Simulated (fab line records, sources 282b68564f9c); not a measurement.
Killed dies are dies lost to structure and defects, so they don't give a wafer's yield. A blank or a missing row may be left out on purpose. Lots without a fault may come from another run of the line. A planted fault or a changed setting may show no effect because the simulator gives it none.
fab line records | flow rit_cmos
record lots=6 wafers=18 last_day=7
route steps=202 shown NLDD@110 PLDD@114 SPACER@125 NSD@131 PSD@142 M1@202
lots that met no fault: from a run of the same line without faults
start_h: hours from the record's first day to the start of the lot's first wafer shown | wait_h: hours since the lot's step before | " the same as in the row above | L1.1+2: a row that stands for several wafers | - no value, or no start given | * or withheld: withheld | < > ~ a bound
route shown NAME@n: a module of which the file shows steps, and the number in the route of the first | usual: mean/standard deviation of fault-free wafers | same: alike in all rows | chamber/n: place in a boat | sites: the reading at each site | _std_site: their standard deviation | _edge_site: outer sites' mean less inner sites' | radius_mm: how far each site lies from the wafer's centre | mask NAME#n: copy n | behind: the tool/chamber that last shaped the wafer | hold: why the lot was held/for how many hours/how that ended | device: the transistor (n, p or np) that didn't switch | end of line: the same wafers' tests at the end of the route | a step without rows: its recipe alone | killed: dies lost to structure and defects at the first sort, not the wafer's yield | map: a wafer's dies, x killed, . not, _ none there
set.NAME: the setting as run; set.NAME@STEP: as run at that earlier step | model.NAME: the simulator's own value behind a step, which no gauge read
lots at some steps of the route; a table a step, a row a wafer
services: from which hour (start_h, from the record's first day; less than 0 if before it) a tool's chamber was out of use, for how many hours, and why
## steps
# step RIT_NLDD_HARDBAKE_07
# recipe resist=NOVOLAK temp_c=140 time_s=60
# step RIT_NLDD_IMPLANT_08
# recipe species=P energy_kev=20 dose_cm2=5e+14 tilt_deg=7
# step RIT_NLDD_STRIP_09
# recipe chemistry=O2 time_s=180 resist=NOVOLAK platen_temp_c=withheld power_w=500 pressure_mtorr=4000 o2_flow_sccm=4000
# usual drypump_motor_current_A=5.9/0.38
# same time_s=180
# columns lot.wafer tool chamber start_h wait_h drypump_motor_current_A rf_hours_counter_h
L283.2 plasma_asher-03 0 57.01 0.1 6.1 26
L283.5 " 0 " " 6.1 -
L283.6 " 1 " " 5.4 -
L288.1 plasma_asher-02 1 77.32 0.1 6.1 41
L288.2 " 0 " " 6.1 41
L288.5 " 1 " " 6.2 -
L293.1 plasma_asher-03 0 107.90 0.1 6.1 31
L293.4 " 0 " " 6.1 -
L293.5 " 1 " " 5.5 -
L294.1 plasma_asher-02 0 108.14 0.1 6.1 44
L294.2 " 1 " " 6.1 44
L294.6 " 0 " " 6.0 -
L296.1 plasma_asher-03 1 126.24 0.1 5.4 34
L296.2 " 0 " " 6.1 34
L296.5 " 1 " " 5.4 -
L300.1 plasma_asher-02 1 147.13 0.1 6.1 3
L300.3 " 0 " " 6.1 -
L300.4 " 1 " " 6.1 -
# step RIT_NLDD_TW_MEAS_10
# usual NLDD_TW=2495/20
# columns lot.wafer tool chamber start_h wait_h NLDD_TW
L283.2 film_metro-01 - 57.20 0.1 2468
L283.5 " - " " 2492
L283.6 " - " " 2475
L288.1 film_metro-03 - 77.49 0.1 2538
L288.2 " - " " 2542
L288.5 " - " " 2547
L293.1 film_metro-02 - 108.08 0.1 2474
L293.4 " - " " 2498
L293.5 " - " " 2493
L294.1 film_metro-02 - 108.32 0.1 2510
L294.2 " - " " 2490
L294.6 " - " " 2503
L296.1 film_metro-01 - 126.41 0.1 2484
L296.2 " - " " 2479
L296.5 " - " " 2484
L300.1 film_metro-03 - 147.30 0.1 2522
L300.3 " - " " 2529
L300.4 " - " " 2524
# step RIT_PLDD_HMDS_00
# recipe prime_time_s=60 prime_temp_c=140
# step RIT_PLDD_COAT_01
# recipe resist=NOVOLAK spin_rpm=3324 resist_thk_nm=1000
# step RIT_PLDD_SOFTBAKE_02
# recipe resist=NOVOLAK temp_c=90 time_s=60
# step RIT_PLDD_EXPOSE_03
# recipe mask_id=M8 na=0.57 target_cd_nm=40900 dose_mj=250
# step RIT_PLDD_PEB_04
# recipe resist=NOVOLAK temp_c=withheld time_s=withheld
# step RIT_PLDD_DEVELOP_05
# recipe resist=NOVOLAK develop_time_s=50 dev_temp_c=23
# step RIT_PLDD_OVL_MEAS_06
# usual PLDD_OVL=-0.2/1.4
# columns lot.wafer tool chamber start_h wait_h PLDD_OVL[nm]
L283.2 overlay-02 - 58.23 - 0.2
L283.5 " - " " -0.7
L283.6 " - " " -0.4
L288.1 overlay-02 - 78.69 - -1.5
L288.2 " - " " -1.8
L288.5 " - " " -2.2
L293.1 overlay-01 - 109.11 - -0.5
L293.4 " - " " -0.7
L293.5 " - " " -1.8
L294.1 overlay-02 - 109.35 - 0.7
L294.2 " - " " -0.6
L294.6 " - " " -0.3
L296.1 overlay-02 - 127.45 - -0.5
L296.2 " - " " -0.6
L296.5 " - " " -0.3
L300.1 overlay-02 - 148.34 - 0.3
L300.3 " - " " 1.1
L300.4 " - " " 2.4
# step RIT_PLDD_HARDBAKE_07
# recipe resist=NOVOLAK temp_c=140 time_s=60
# step RIT_PLDD_IMPLANT_08
# recipe species=BF2 energy_kev=20 dose_cm2=9e+14 tilt_deg=7
# usual beam_energy_keV=20.000/0.0059
# columns lot.wafer tool chamber start_h wait_h beam_energy_keV model.implant.rp_nm model.implant.drp_nm
L283.2 implanter-03 0 58.43 0.1 19.996 16.94 9.752
L283.5 " 0 " " 20.002 16.94 9.752
L283.6 " 0 " " 19.998 16.94 9.752
L288.1 implanter-01 0 78.88 0.1 20.000 17.27 9.752
L288.2 " 0 " " 20.003 17.27 9.752
L288.5 " 0 " " 19.994 17.27 9.752
L293.1 implanter-04 0 109.30 0.1 19.988 17.14 9.752
L293.4 " 0 " " 19.999 17.14 9.752
L293.5 " 0 " " 20.001 17.14 9.752
L294.1 implanter-03 0 109.54 0.1 16.401 14.25 8.481
L294.2 " 0 " " 16.399 14.25 8.481
L294.6 " 0 " " 16.395 14.25 8.481
L296.1 implanter-04 0 127.63 0.1 19.998 17.26 9.752
L296.2 " 0 " " 20.005 17.26 9.752
L296.5 " 0 " " 20.001 17.26 9.752
L300.1 implanter-03 0 148.52 0.1 16.401 15.04 8.481
L300.3 " 0 " " 16.411 15.04 8.481
L300.4 " 0 " " 16.395 15.04 8.481
# step RIT_PLDD_STRIP_09
# recipe chemistry=O2 time_s=180 resist=NOVOLAK platen_temp_c=withheld power_w=500 pressure_mtorr=4000 o2_flow_sccm=4000
# usual drypump_motor_current_A=5.7/0.51
# same time_s=180
# columns lot.wafer tool chamber start_h wait_h drypump_motor_current_A rf_hours_counter_h
L283.2 plasma_asher-01 0 58.56 0.1 5.1 42
L283.5 " 1 " " 6.4 -
L283.6 " 0 " " 5.1 -
L288.1 plasma_asher-03 1 79.03 0.1 5.4 28
L288.2 " 0 " " 6.1 28
L288.5 " 1 " " 5.4 -
L293.1 plasma_asher-03 1 109.45 0.1 5.4 32
L293.4 " 0 " " 6.1 -
L293.5 " 1 " " 5.4 -
L294.1 plasma_asher-03 1 109.69 0.1 5.4 32
L294.2 " 0 " " 6.1 32
L294.6 " 0 " " 6.1 -
L296.1 plasma_asher-04 1 127.78 0.1 6.1 52
L296.2 " 0 " " 5.1 52
L296.5 " 0 " " 5.1 -
L300.1 plasma_asher-04 0 148.67 0.1 5.1 54
L300.3 " 1 " " 6.1 -
L300.4 " 0 " " 5.1 -
# step RIT_PLDD_TW_MEAS_10
# usual PLDD_TW=2356/20
# columns lot.wafer tool chamber start_h wait_h PLDD_TW
L283.2 film_metro-03 - 58.74 0.1 2380
L283.5 " - " " 2388
L283.6 " - " " 2378
L288.1 film_metro-03 - 79.20 0.1 2386
L288.2 " - " " 2390
L288.5 " - " " 2398
L293.1 film_metro-02 - 109.62 0.1 2352
L293.4 " - " " 2348
L293.5 " - " " 2360
L294.1 film_metro-01 - 109.86 0.1 2202
L294.2 " - " " 2199
L294.6 " - " " 2208
L296.1 film_metro-01 - 127.96 0.1 2343
L296.2 " - " " 2335
L296.5 " - " " 2349
L300.1 film_metro-01 - 148.85 0.1 2202
L300.3 " - " " 2215
L300.4 " - " " 2202
# step RIT_SPACER_CLEAN_00
# recipe chemistry=SC1 mix=3:3:50 time_s=600 temp_c=75
# step RIT_SPACER_CLEAN_01
# recipe chemistry=dHF dilution=50:1 time_s=29.54
# step RIT_SPACER_CLEAN_02
# recipe chemistry=SC2 mix=3:3:50 time_s=600 temp_c=75 dry=n2_spin
# step RIT_SPACER_CVD_03
# recipe material=Si3N4 target_thk_nm=250 temp_c=810 precursor=SiH2Cl2/NH3 time_s=3300 pressure_mtorr=300 sih2cl2_flow_sccm=60 nh3_flow_sccm=150
# step RIT_SPACER_THK_MEAS_04
# recipe reads=Si3N4_of_SPACER_CVD_03
# usual SPACER_NITRIDE_THK=250.2/2.4
# columns lot.wafer tool chamber start_h wait_h SPACER_NITRIDE_THK[nm]
L283.2 film_metro-04 - 62.06 0.0 244.8
L283.5 " - " " 244.7
L283.6 " - " " 246.0
L288.1 film_metro-03 - 82.52 0.0 248.0
L288.2 " - " " 248.0
L288.5 " - " " 248.7
L293.1 film_metro-03 - 114.97 0.0 250.0
L293.4 " - " " 248.7
L293.5 " - " " 249.4
L294.1 film_metro-04 - 114.97 0.0 253.2
L294.2 " - " " 251.0
L294.6 " - " " 251.3
L296.1 film_metro-02 - 133.38 0.0 250.8
L296.2 " - " " 246.9
L296.5 " - " " 248.1
L300.1 film_metro-04 - 152.15 0.0 249.7
L300.3 " - " " 250.8
L300.4 " - " " 249.4
# step RIT_SPACER_ETCHBACK_05
# recipe target_depth_a=2500 SF6_flow_sccm=30 CHF3_flow_sccm=30 target=Si3N4 chemistry=SF6/CHF3 pressure_mtorr=40 rf_w=250 time_s=240 stop_on=SiO2
# usual SF6_flow_sccm=29.99/0.079 drypump_motor_current_A=5.6/0.49 oes_product_au=0.842/0.013 throttle_valve_pct=10.27/0.11
# same time_s=240
# columns lot.wafer tool chamber start_h wait_h SF6_flow_sccm drypump_motor_current_A oes_product_au rf_hours_counter_h throttle_valve_pct
L283.2 rie_diel-03 1 62.11 0.0 30.01 5.0 0.827 28 10.34
L283.5 " 2 " " 30.09 5.2 0.839 - 10.29
L283.6 " 3 " " 30.02 5.2 0.834 - 10.12
L288.1 rie_diel-01 0 82.58 0.1 30.08 6.2 0.857 93 10.50
L288.2 " 3 " " 29.90 5.8 0.861 1 10.23
L288.5 " 2 " " 29.92 5.5 0.839 - 10.11
L293.1 rie_diel-04 1 115.03 0.1 30.09 5.2 0.835 51 10.28
L293.4 " 0 " " 29.92 6.0 0.826 35 10.35
L293.5 " 0 " " 30.02 6.1 0.826 - 10.37
L294.1 rie_diel-01 2 115.03 0.1 30.01 5.5 0.845 15 10.09
L294.2 " 1 " " 29.87 5.8 0.833 148 10.45
L294.6 " 1 " " 30.05 5.8 0.852 - 10.42
L296.1 rie_diel-04 3 133.44 0.1 30.07 5.5 0.830 96 10.26
L296.2 " 1 " " 30.02 5.2 0.822 51 10.29
L296.5 " 0 " " 29.91 6.1 0.832 - 10.35
L300.1 rie_diel-03 1 152.21 0.1 30.12 5.0 0.845 30 10.33
L300.3 " 3 " " 30.00 5.2 0.835 39 10.13
L300.4 " 2 " " 29.92 5.2 0.855 6 10.28
# step RIT_NSD_HMDS_00
# recipe prime_time_s=60 prime_temp_c=140
# step RIT_NSD_COAT_01
# recipe resist=NOVOLAK spin_rpm=3298 resist_thk_nm=1000
# step RIT_NSD_SOFTBAKE_02
# recipe resist=NOVOLAK temp_c=90 time_s=60
# step RIT_NSD_EXPOSE_03
# recipe mask_id=M9 na=0.57 target_cd_nm=40700 dose_mj=250
# step RIT_NSD_PEB_04
# recipe resist=NOVOLAK temp_c=withheld time_s=withheld
# step RIT_NSD_DEVELOP_05
# recipe resist=NOVOLAK develop_time_s=50 dev_temp_c=23
# step RIT_NSD_OVL_MEAS_06
# usual NSD_OVL=-0.5/1.3
# columns lot.wafer tool chamber start_h wait_h NSD_OVL[nm]
L283.2 overlay-02 - 63.24 - -3.4
L283.5 " - " " -2.1
L283.6 " - " " -2.3
L288.1 overlay-02 - 83.99 - -0.2
L288.2 " - " " -0.5
L288.5 " - " " -2.6
L293.1 overlay-02 - 116.15 - 1.4
L293.4 " - " " 0.2
L293.5 " - " " -2.7
L294.1 overlay-01 - 116.44 - -2.0
L294.2 " - " " -2.2
L294.6 " - " " -1.5
L296.1 overlay-01 - 134.44 - -2.0
L296.2 " - " " -0.6
L296.5 " - " " 1.4
L300.1 overlay-02 - 153.40 - -2.5
L300.3 " - " " -1.3
L300.4 " - " " -0.7
# step RIT_NSD_HARDBAKE_07
# recipe resist=NOVOLAK temp_c=140 time_s=60
# step RIT_NSD_IMPLANT_08
# recipe species=P energy_kev=25 dose_cm2=1e+15 tilt_deg=7
# step RIT_NSD_STRIP_09
# recipe chemistry=O2 time_s=180 resist=NOVOLAK platen_temp_c=withheld power_w=500 pressure_mtorr=4000 o2_flow_sccm=4000
# usual drypump_motor_current_A=5.8/0.54
# same time_s=180
# columns lot.wafer tool chamber start_h wait_h drypump_motor_current_A rf_hours_counter_h
L283.2 plasma_asher-04 0 63.57 0.1 5.1 44
L283.5 " 0 " " 5.1 -
L283.6 " 1 " " 6.1 -
L288.1 plasma_asher-01 0 84.32 0.1 5.0 44
L288.2 " 1 " " 6.4 44
L288.5 " 1 " " 6.4 -
L293.1 plasma_asher-01 1 116.53 0.1 6.4 46
L293.4 " 1 " " 6.4 -
L293.5 " 0 " " 5.1 -
L294.1 plasma_asher-04 0 116.77 0.1 5.1 50
L294.2 " 1 " " 6.2 50
L294.6 " 1 " " 6.1 -
L296.1 plasma_asher-02 1 134.78 0.1 6.1 1
L296.2 " 0 " " 6.0 1
L296.5 " 0 " " 6.1 -
L300.1 plasma_asher-01 1 153.74 0.1 6.4 49
L300.3 " 0 " " 5.1 -
L300.4 " 1 " " 6.4 -
# step RIT_NSD_TW_MEAS_10
# usual NSD_TW=3126/24
# columns lot.wafer tool chamber start_h wait_h NSD_TW
L283.2 film_metro-02 - 63.76 0.1 3158
L283.5 " - " " 3174
L283.6 " - " " 3172
L288.1 film_metro-01 - 84.50 0.1 3097
L288.2 " - " " 3091
L288.5 " - " " 3124
L293.1 film_metro-03 - 116.70 0.1 3145
L293.4 " - " " 3135
L293.5 " - " " 3139
L294.1 film_metro-01 - 116.95 0.1 3089
L294.2 " - " " 3103
L294.6 " - " " 3103
L296.1 film_metro-03 - 134.95 0.1 3135
L296.2 " - " " 3137
L296.5 " - " " 3129
L300.1 film_metro-01 - 153.92 0.1 3099
L300.3 " - " " 3092
L300.4 " - " " 3105
# step RIT_PSD_HMDS_00
# recipe prime_time_s=60 prime_temp_c=140
# step RIT_PSD_COAT_01
# recipe resist=NOVOLAK spin_rpm=3250 resist_thk_nm=1000
# step RIT_PSD_SOFTBAKE_02
# recipe resist=NOVOLAK temp_c=90 time_s=60
# step RIT_PSD_EXPOSE_03
# recipe mask_id=M10 na=0.57 target_cd_nm=40900 dose_mj=250
# step RIT_PSD_PEB_04
# recipe resist=NOVOLAK temp_c=withheld time_s=withheld
# step RIT_PSD_DEVELOP_05
# recipe resist=NOVOLAK develop_time_s=50 dev_temp_c=23
# step RIT_PSD_OVL_MEAS_06
# usual PSD_OVL=-0.2/1.4
# columns lot.wafer tool chamber start_h wait_h PSD_OVL[nm]
L283.2 overlay-01 - 64.79 - 2.5
L283.5 " - " " 0.3
L283.6 " - " " 0.3
L288.1 overlay-02 - 85.44 - 1.0
L288.2 " - " " -0.1
L288.5 " - " " -1.0
L293.1 overlay-02 - 117.61 - -0.4
L293.4 " - " " -1.1
L293.5 " - " " 0.4
L294.1 overlay-02 - 118.08 - 1.0
L294.2 " - " " 1.8
L294.6 " - " " 0.0
L296.1 overlay-02 - 135.86 - -0.4
L296.2 " - " " -1.8
L296.5 " - " " -1.1
L300.1 overlay-02 - 155.16 - -1.8
L300.3 " - " " -1.2
L300.4 " - " " -2.8
# step RIT_PSD_HARDBAKE_07
# recipe resist=NOVOLAK temp_c=140 time_s=60
# step RIT_PSD_IMPLANT_08
# recipe species=BF2 energy_kev=27 dose_cm2=5e+15 tilt_deg=7
# step RIT_PSD_STRIP_09
# recipe chemistry=O2 time_s=180 resist=NOVOLAK platen_temp_c=withheld power_w=500 pressure_mtorr=4000 o2_flow_sccm=4000
# usual drypump_motor_current_A=5.8/0.42
# same time_s=180
# columns lot.wafer tool chamber start_h wait_h drypump_motor_current_A rf_hours_counter_h
L283.2 plasma_asher-03 0 65.12 0.1 6.1 27
L283.5 " 0 " " 6.1 -
L283.6 " 1 " " 5.4 -
L288.1 plasma_asher-03 0 85.77 0.1 6.1 29
L288.2 " 1 " " 5.5 29
L288.5 " 0 " " 6.1 -
L293.1 plasma_asher-02 1 117.95 0.1 6.1 0
L293.4 " 0 " " 6.1 -
L293.5 " 0 " " 6.1 -
L294.1 plasma_asher-03 1 118.42 0.1 5.4 33
L294.2 " 0 " " 6.2 33
L294.6 " 0 " " 6.2 -
L296.1 plasma_asher-04 1 136.20 0.1 6.1 52
L296.2 " 0 " " 5.1 52
L296.5 " 1 " " 6.2 -
L300.1 plasma_asher-02 0 155.50 0.1 6.1 3
L300.3 " 0 " " 6.1 -
L300.4 " 1 " " 6.1 -
# step RIT_SDANNEAL_RS_MEAS_06
# recipe thk_meas_gauge=four-point-probe
# usual PLDD_RS=178.7/0.52
# columns lot.wafer tool chamber start_h wait_h PLDD_RS[ohm/sq]
L283.2 film_metro-01 - 66.06 0.1 179.0
L283.5 " - " " 178.8
L283.6 " - " " 179.3
L288.1 film_metro-02 - 86.67 0.1 178.6
L288.2 " - " " 179.2
L288.5 " - " " 178.7
L293.1 film_metro-02 - 118.85 0.1 178.3
L293.4 " - " " 178.9
L293.5 " - " " 178.7
L294.1 film_metro-01 - 119.32 0.1 191.4
L294.2 " - " " 191.7
L294.6 " - " " 191.9
L296.1 film_metro-03 - 137.11 0.1 178.5
L296.2 " - " " 178.9
L296.5 " - " " 178.4
L300.1 film_metro-03 - 156.40 0.1 191.3
L300.3 " - " " 191.1
L300.4 " - " " 191.3
# step RIT_M1_PROBE_99
# usual killed_at_front_end=7/3.1 killed_dies=7/3.1 killed_open=3.6/2.2 killed_short=3.4/2.1
# same gross_dies=264 killed_at_M0_to_M3=0 killed_at_M4_up=0 killed_at_back_side=0 killed_at_contacts=0 killed_at_other=0
# columns lot.wafer tool chamber start_h wait_h killed_at_front_end killed_dies killed_open killed_short
L293.1 prober-02 - 126.12 0.1 4 4 1 3
L293.4 prober-02 - 126.27 0.2 4 4 3 1
L293.5 prober-02 - 126.32 0.2 10 10 5 5
# killed by level:class
L293.1 SILICIDE:geometric_particle:short=2 GATE:geometric_particle:open=1 SPACER:geometric_particle:short=1
L293.4 GATE:geometric_particle:open=2 GATE:geometric_particle:short=1 SILICIDE:geometric_particle:open=1
L293.5 GATE:geometric_particle:open=2 FOX1:geometric_particle:open=1 FOX1:geometric_particle:short=1 GATE:geometric_particle:short=1 REOX:geometric_particle:short=1 SPACER:geometric_particle:short=1 SPACER:geometric_particle:open=1 SILICIDE:geometric_particle:open=1
## services
# columns tool chamber start_h hours kind
rie_diel-01 - 33.21 2.8 pm
plasma_asher-02 - 34.74 1.7 repair
rie_diel-01 2 37.48 6.7 repair
plasma_asher-01 - 38.09 5.4 repair
rie_diel-04 3 60.48 3.4 repair
rie_diel-01 0 64.56 14.7 repair
plasma_asher-02 - 68.80 1.6 repair
rie_diel-03 - 86.91 0.4 repair
plasma_asher-01 - 100.24 14.6 pm
plasma_asher-03 - 103.58 2.8 pm
plasma_asher-02 - 108.75 9.0 pm
plasma_asher-02 0 108.75 9.0 vent_cycle
plasma_asher-02 1 108.75 9.0 vent_cycle
plasma_asher-02 0 117.75 - clean
plasma_asher-02 1 117.75 - clean
implanter-03 - 122.56 1.8 repair
implanter-04 - 125.08 2.3 repair
## key
first_sign step=RIT_PLDD_IMPLANT_08 reading=beam_energy_keV direction=down sigmas=99+ usual=20.000 struck=16.400
effect step=RIT_PLDD_TW_MEAS_10 reading=PLDD_TW direction=down sigmas=7.4 usual=2356 struck=2205
effect step=RIT_SDANNEAL_RS_MEAS_06 reading=PLDD_RS direction=up sigmas=24 usual=178.7 struck=191.4
model_effect step=RIT_PLDD_IMPLANT_08 value=implant.rp_nm without=17.1 struck=14.64
met_at RIT_PLDD_IMPLANT_08
struck_wafers L294.1,L294.2,L294.6,L300.1,L300.3,L300.4
tester_left_out L294,L300
onset_between 58.43 109.54
fault kind=process_parameter_drift tool=implanter-03 chamber=- onset_h=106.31 steps=RIT_PLDD_IMPLANT_08 channel=energy_kev offset=-3.6 shape=step end_h=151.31 acts_in=these_recipes_only stated=20
# tester_left_out: of these lots the tester's yield and bins aren't shown, on N5 and GAA mostly nor the transistor test; their killed dies are dies lost to structure and defects alone, not to doping, threshold or leakage, so they don't give the yield
